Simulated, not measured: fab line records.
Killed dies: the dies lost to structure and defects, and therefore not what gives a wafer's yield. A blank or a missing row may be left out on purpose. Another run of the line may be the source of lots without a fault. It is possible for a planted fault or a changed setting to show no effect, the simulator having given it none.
Chamber matching :: flow berkeley cmos170 :: UCB170_M3_ETCH_17 on rie diel-03: 4 sister chambers
The step etches BARC in N2/H2. 14 wafers are shown with their chamber, then 7 later ones without.

EACH WAFER AND ITS CHAMBER
wafer: L330.2
chamber: 2
drypump motor current A (A): 6.0
throttle valve pct (%): 13.25
oes product au (a.u.): 1.006

wafer: L330.5
chamber: 3
drypump motor current A (A): 6.1
throttle valve pct (%): 13.20
oes product au (a.u.): 1.006

wafer: L330.6
chamber: 2
drypump motor current A (A): 6.0
throttle valve pct (%): 13.27
oes product au (a.u.): 0.995

wafer: L332.3
chamber: 3
drypump motor current A (A): 6.2
throttle valve pct (%): 13.20
oes product au (a.u.): 1.010

wafer: L332.5
chamber: 0
drypump motor current A (A): 5.6
throttle valve pct (%): 13.09
oes product au (a.u.): 1.043

wafer: L332.6
chamber: 1
drypump motor current A (A): 6.2
throttle valve pct (%): 13.12
oes product au (a.u.): 0.977

wafer: L334.1
chamber: 3
drypump motor current A (A): 6.2
throttle valve pct (%): 13.23
oes product au (a.u.): 1.007

wafer: L334.2
chamber: 2
drypump motor current A (A): 6.0
throttle valve pct (%): 13.26
oes product au (a.u.): 1.003

wafer: L334.4
chamber: 3
drypump motor current A (A): 6.2
throttle valve pct (%): 13.21
oes product au (a.u.): 1.015

wafer: L337.1
chamber: 2
drypump motor current A (A): 6.0
throttle valve pct (%): 13.27
oes product au (a.u.): 1.001

wafer: L337.5
chamber: 1
drypump motor current A (A): 6.2
throttle valve pct (%): 13.12
oes product au (a.u.): 0.989

wafer: L337.6
chamber: 2
drypump motor current A (A): 6.0
throttle valve pct (%): 13.25
oes product au (a.u.): 1.011

wafer: L336.2
chamber: 1
drypump motor current A (A): 6.2
throttle valve pct (%): 13.11
oes product au (a.u.): 0.981

wafer: L336.3
chamber: 3
drypump motor current A (A): 6.2
throttle valve pct (%): 13.22
oes product au (a.u.): 1.013

SIGNATURES, as means of the wafers listed above
reading: drypump motor current A
chamber 0: 5.600
chamber 1: 6.200
chamber 2: 6.000
chamber 3: 6.180
scatter within a chamber: 0.0283

reading: throttle valve pct
chamber 0: 13.0900
chamber 1: 13.1167
chamber 2: 13.2600
chamber 3: 13.2120
scatter within a chamber: 0.0107

reading: oes product au
chamber 0: 1.04300
chamber 1: 0.98233
chamber 2: 1.00320
chamber 3: 1.01020
scatter within a chamber: 0.00524
Rule: a wafer lies at a distance from a chamber equal to the root of the sum of squares, over the readings, of (its reading less the chamber's mean, divided by the reading's scatter). The wafer belongs to the nearest chamber; if the next one is less than 2 further off, it can't be placed. The scatter: take each reading less its chamber's mean, square it, sum over the shown wafers, divide by the number of wafers less the number of chambers, and take the root.

WAFERS WHOSE CHAMBER IS MISSING
wafer: L336.5
drypump motor current A (A): 6.2
throttle valve pct (%): 13.12
oes product au (a.u.): 0.976

wafer: L343.1
drypump motor current A (A): 5.6
throttle valve pct (%): 13.08
oes product au (a.u.): 1.025

wafer: L343.2
drypump motor current A (A): 6.2
throttle valve pct (%): 13.12
oes product au (a.u.): 0.977

wafer: L343.3
drypump motor current A (A): 6.0
throttle valve pct (%): 13.26
oes product au (a.u.): 1.008

wafer: L347.2
drypump motor current A (A): 5.6
throttle valve pct (%): 13.08
oes product au (a.u.): 1.029

wafer: L347.3
drypump motor current A (A): 6.0
throttle valve pct (%): 13.26
oes product au (a.u.): 0.997

wafer: L347.6
drypump motor current A (A): 6.2
throttle valve pct (%): 13.21
oes product au (a.u.): 1.001

EACH ONE'S CHAMBER
wafer: L336.5
from the rows above: 1
in truth: 1

wafer: L343.1
from the rows above: 0
in truth: 0

wafer: L343.2
from the rows above: 1
in truth: 1

wafer: L343.3
from the rows above: 2
in truth: 2

wafer: L347.2
from the rows above: 0
in truth: 0

wafer: L347.3
from the rows above: 2
in truth: 2

wafer: L347.6
from the rows above: 3
in truth: 3
Correctly placed: 7 of 7. Can't be placed from these rows: 0. Placed wrongly: 0.
